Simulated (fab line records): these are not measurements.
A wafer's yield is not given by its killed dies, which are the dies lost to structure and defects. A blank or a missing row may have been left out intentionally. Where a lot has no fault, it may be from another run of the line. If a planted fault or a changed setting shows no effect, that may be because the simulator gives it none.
fab line records -- flow ritCmos
record lots=14, wafers=42, lastDay=7
route steps=202 shown NWELL@36
lots that met no fault: taken from a fault-free run of the same line
startH: the number of hours between the record's first day and the start of the first shown wafer of the lot -- waitH: how many hours have passed since the lot's step before this one -- " unchanged from the row above -- L1.1+2: several wafers, shown together as one row -- - no value, or no start was given -- * or withheld: withheld -- < > ~ a bound
route shown NAME@n: NAME is a module with steps in the file, n the number in the route of the first one -- usual: average and standard deviation across the fault-free wafers -- same: alike in all rows -- chamber/n: place in a boat -- sites: readings site by site -- _std_site: their standard deviation -- _edge_site: the outer-site mean with the inner-site mean subtracted -- radiusMm: how far each site lies from the wafer's centre -- mask NAME#n: copy n -- behind: tool/chamber where the wafer was last shaped -- hold: why the lot went on hold/how many hours it stayed there/how the hold came to an end -- device: the n, p or np transistor that did not switch -- end of line: at the end of the route, the tests of the same wafers -- a step with no rows: only its recipe -- killed: count of dies lost to structure and defects at first sort (not the wafer's yield) -- map: a wafer's dies, x killed, . not, _ none there
set.NAME: the setting that was run; set.NAME@STEP: the one run at that earlier step -- model.NAME: the simulator's own value behind a step, which no gauge read
the route's steps for a sample of lots (tables are steps, rows are wafers)
services: from which hour (startH, from the record's first day; less than 0 if before it) a tool's chamber was out of use, for how many hours, and why
## steps
# step RIT_NWELL_IMPLANT_08
# recipe species=P, energyKev=170, doseCm2=5e+13, tiltDeg=7
# usual beamEnergyKeV=170.01/0.055, beamOnS=9.98/0.21
lot.wafer,tool,chamber,startH,waitH,beamEnergyKeV,beamOnS
L773.3,implanter-02,0,22.33,0.2,169.99,9.79
L773.5,implanter-02,0,22.33,0.2,170.00,10.00
L773.6,implanter-02,0,22.33,0.2,170.05,10.01
L774.1,implanter-02,0,27.79,0.2,169.96,9.68
L774.2,implanter-02,0,27.79,0.2,169.99,9.48
L774.6,implanter-02,0,27.79,0.2,169.90,9.70
L776.1,implanter-02,0,37.15,0.2,169.95,9.94
L776.4,implanter-02,0,37.15,0.2,169.95,10.12
L776.5,implanter-02,0,37.15,0.2,169.96,10.15
L778.2,implanter-01,0,49.30,0.2,170.04,9.88
L778.3,implanter-01,0,49.30,0.2,169.90,9.86
L778.4,implanter-01,0,49.30,0.2,169.86,9.86
L781.1,implanter-03,0,61.33,0.2,214.22,10.09
L781.2,implanter-03,0,61.33,0.2,214.25,9.29
L781.4,implanter-03,0,61.33,0.2,214.20,10.29
L783.1,implanter-03,0,70.63,0.2,214.24,9.75
L783.3,implanter-03,0,70.63,0.2,214.18,9.81
L783.5,implanter-03,0,70.63,0.2,214.19,10.19
L788.1,implanter-01,0,98.75,0.2,169.94,10.24
L788.5,implanter-01,0,98.75,0.2,169.99,10.10
L788.6,implanter-01,0,98.75,0.2,169.96,10.29
L790.2,implanter-01,0,106.89,0.2,169.98,9.80
L790.4,implanter-01,0,106.89,0.2,170.01,9.59
L790.6,implanter-01,0,106.89,0.2,169.94,9.94
L791.1,implanter-01,0,114.09,0.2,169.99,10.11
L791.4,implanter-01,0,114.09,0.2,170.02,10.19
L791.5,implanter-01,0,114.09,0.2,170.03,10.18
L792.4,implanter-02,0,117.23,0.2,169.96,10.00
L792.5,implanter-02,0,117.23,0.2,170.12,9.87
L792.6,implanter-02,0,117.23,0.2,170.04,9.68
L793.2,implanter-01,0,122.39,0.2,170.19,9.82
L793.4,implanter-01,0,122.39,0.2,170.12,9.81
L793.6,implanter-01,0,122.39,0.2,170.12,10.10
L794.1,implanter-01,0,128.19,0.2,170.02,9.74
L794.5,implanter-01,0,128.19,0.2,170.00,10.14
L794.6,implanter-01,0,128.19,0.2,170.06,10.06
L795.2,implanter-01,0,133.36,0.2,170.01,9.70
L795.4,implanter-01,0,133.36,0.2,169.98,10.12
L795.6,implanter-01,0,133.36,0.2,170.00,9.94
L796.2,implanter-01,0,138.95,0.2,170.06,9.99
L796.4,implanter-01,0,138.95,0.2,170.06,10.01
L796.5,implanter-01,0,138.95,0.2,170.08,9.93
# step RIT_NWELL_TW_MEAS_10
# usual NWELL_TW=2170/20
lot.wafer,tool,chamber,startH,waitH,NWELL_TW
L773.3,filmMetro-03,-,22.63,0.1,2169
L773.5,filmMetro-03,-,22.63,0.1,2168
L773.6,filmMetro-03,-,22.63,0.1,2163
L774.1,filmMetro-03,-,28.12,0.1,2177
L774.2,filmMetro-03,-,28.12,0.1,2174
L774.6,filmMetro-03,-,28.12,0.1,2182
L776.1,filmMetro-04,-,37.47,0.1,2210
L776.4,filmMetro-04,-,37.47,0.1,2200
L776.5,filmMetro-04,-,37.47,0.1,2193
L778.2,filmMetro-04,-,49.61,0.1,2172
L778.3,filmMetro-04,-,49.61,0.1,2169
L778.4,filmMetro-04,-,49.61,0.1,2175
L781.1,filmMetro-03,-,61.66,0.1,2263
L781.2,filmMetro-03,-,61.66,0.1,2269
L781.4,filmMetro-03,-,61.66,0.1,2274
L783.1,filmMetro-03,-,70.96,0.1,2257
L783.3,filmMetro-03,-,70.96,0.1,2267
L783.5,filmMetro-03,-,70.96,0.1,2257
L788.1,filmMetro-04,-,99.08,0.1,2192
L788.5,filmMetro-04,-,99.08,0.1,2189
L788.6,filmMetro-04,-,99.08,0.1,2186
L790.2,filmMetro-04,-,107.20,0.1,2198
L790.4,filmMetro-04,-,107.20,0.1,2193
L790.6,filmMetro-04,-,107.20,0.1,2201
L791.1,filmMetro-01,-,114.42,0.1,2139
L791.4,filmMetro-01,-,114.42,0.1,2142
L791.5,filmMetro-01,-,114.42,0.1,2152
L792.4,filmMetro-01,-,117.51,0.1,2134
L792.5,filmMetro-01,-,117.51,0.1,2120
L792.6,filmMetro-01,-,117.51,0.1,2123
L793.2,filmMetro-01,-,122.70,0.1,2146
L793.4,filmMetro-01,-,122.70,0.1,2146
L793.6,filmMetro-01,-,122.70,0.1,2149
L794.1,filmMetro-01,-,128.52,0.1,2165
L794.5,filmMetro-01,-,128.52,0.1,2140
L794.6,filmMetro-01,-,128.52,0.1,2145
L795.2,filmMetro-04,-,133.67,0.1,2212
L795.4,filmMetro-04,-,133.67,0.1,2199
L795.6,filmMetro-04,-,133.67,0.1,2188
L796.2,filmMetro-01,-,139.26,0.1,2163
L796.4,filmMetro-01,-,139.26,0.1,2158
L796.5,filmMetro-01,-,139.26,0.1,2149
# step RIT_WELLDRIVE_RS_MEAS_01
# recipe thkMeasGauge=four-point-probe
# usual NWELL_RS=275.8/0.82
lot.wafer,tool,chamber,startH,waitH,NWELL_RS[ohm/sq]
L773.3,filmMetro-04,-,29.47,0.0,275.3
L773.5,filmMetro-04,-,29.47,0.0,276.2
L773.6,filmMetro-04,-,29.47,0.0,275.1
L774.1,filmMetro-01,-,35.50,0.0,275.3
L774.2,filmMetro-01,-,35.50,0.0,275.0
L774.6,filmMetro-01,-,35.50,0.0,275.4
L776.1,filmMetro-01,-,44.90,0.0,276.2
L776.4,filmMetro-01,-,44.90,0.0,275.5
L776.5,filmMetro-01,-,44.90,0.0,275.6
L778.2,filmMetro-01,-,56.45,0.0,276.3
L778.3,filmMetro-01,-,56.45,0.0,275.8
L778.4,filmMetro-01,-,56.45,0.0,275.5
L781.1,filmMetro-03,-,69.30,0.0,272.6
L781.2,filmMetro-03,-,69.30,0.0,272.7
L781.4,filmMetro-03,-,69.30,0.0,272.3
L783.1,filmMetro-01,-,80.00,0.0,273.2
L783.3,filmMetro-01,-,80.00,0.0,272.5
L783.5,filmMetro-01,-,80.00,0.0,273.0
L788.1,filmMetro-03,-,106.89,0.0,277.0
L788.5,filmMetro-03,-,106.89,0.0,277.0
L788.6,filmMetro-03,-,106.89,0.0,277.3
L790.2,filmMetro-03,-,116.19,0.0,274.6
L790.4,filmMetro-03,-,116.19,0.0,274.7
L790.6,filmMetro-03,-,116.19,0.0,274.9
L791.1,filmMetro-03,-,122.14,0.0,275.2
L791.4,filmMetro-03,-,122.14,0.0,275.1
L791.5,filmMetro-03,-,122.14,0.0,275.4
L792.4,filmMetro-03,-,124.40,0.1,276.2
L792.5,filmMetro-03,-,124.40,0.1,276.6
L792.6,filmMetro-03,-,124.40,0.1,276.9
L793.2,filmMetro-03,-,129.71,0.0,277.0
L793.4,filmMetro-03,-,129.71,0.0,276.2
L793.6,filmMetro-03,-,129.71,0.0,276.5
L794.1,filmMetro-03,-,136.02,0.0,275.2
L794.5,filmMetro-03,-,136.02,0.0,276.2
L794.6,filmMetro-03,-,136.02,0.0,276.0
L795.2,filmMetro-03,-,141.32,0.0,276.8
L795.4,filmMetro-03,-,141.32,0.0,277.5
L795.6,filmMetro-03,-,141.32,0.0,277.5
L796.2,filmMetro-01,-,147.16,0.0,275.4
L796.4,filmMetro-01,-,147.16,0.0,275.9
L796.5,filmMetro-01,-,147.16,0.0,275.9
## services
tool,chamber,startH,hours,kind
implanter-03,-,41.36,1.0,repair
implanter-03,-,68.20,1.5,repair
implanter-03,-,84.37,1.6,repair
## key
firstSign step=RIT_NWELL_IMPLANT_08, reading=beamEnergyKeV, direction=up, sigmas=99+, usual=170.01, struck=214.22
effect step=RIT_NWELL_TW_MEAS_10, reading=NWELL_TW, direction=up, sigmas=4.7, usual=2170, struck=2265
effect step=RIT_WELLDRIVE_RS_MEAS_01, reading=NWELL_RS, direction=down, sigmas=3.7, usual=275.8, struck=272.7
metAt RIT_NWELL_IMPLANT_08
struckLots L781,L783
testerLeftOut L781,L783
fault kind=processParameterDrift, tool=implanter-03, chamber=-, onsetH=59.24, steps=RIT_NWELL_IMPLANT_08, channel=energyKev, offset=44.2, shape=step, endH=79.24, actsIn=theseRecipesOnly, stated=170
# testerLeftOut: of these lots the tester's yield and bins aren't shown, on N5 and GAA mostly nor the transistor test; their killed dies are dies lost to structure and defects alone, not to doping, threshold or leakage, so they don't give the yield
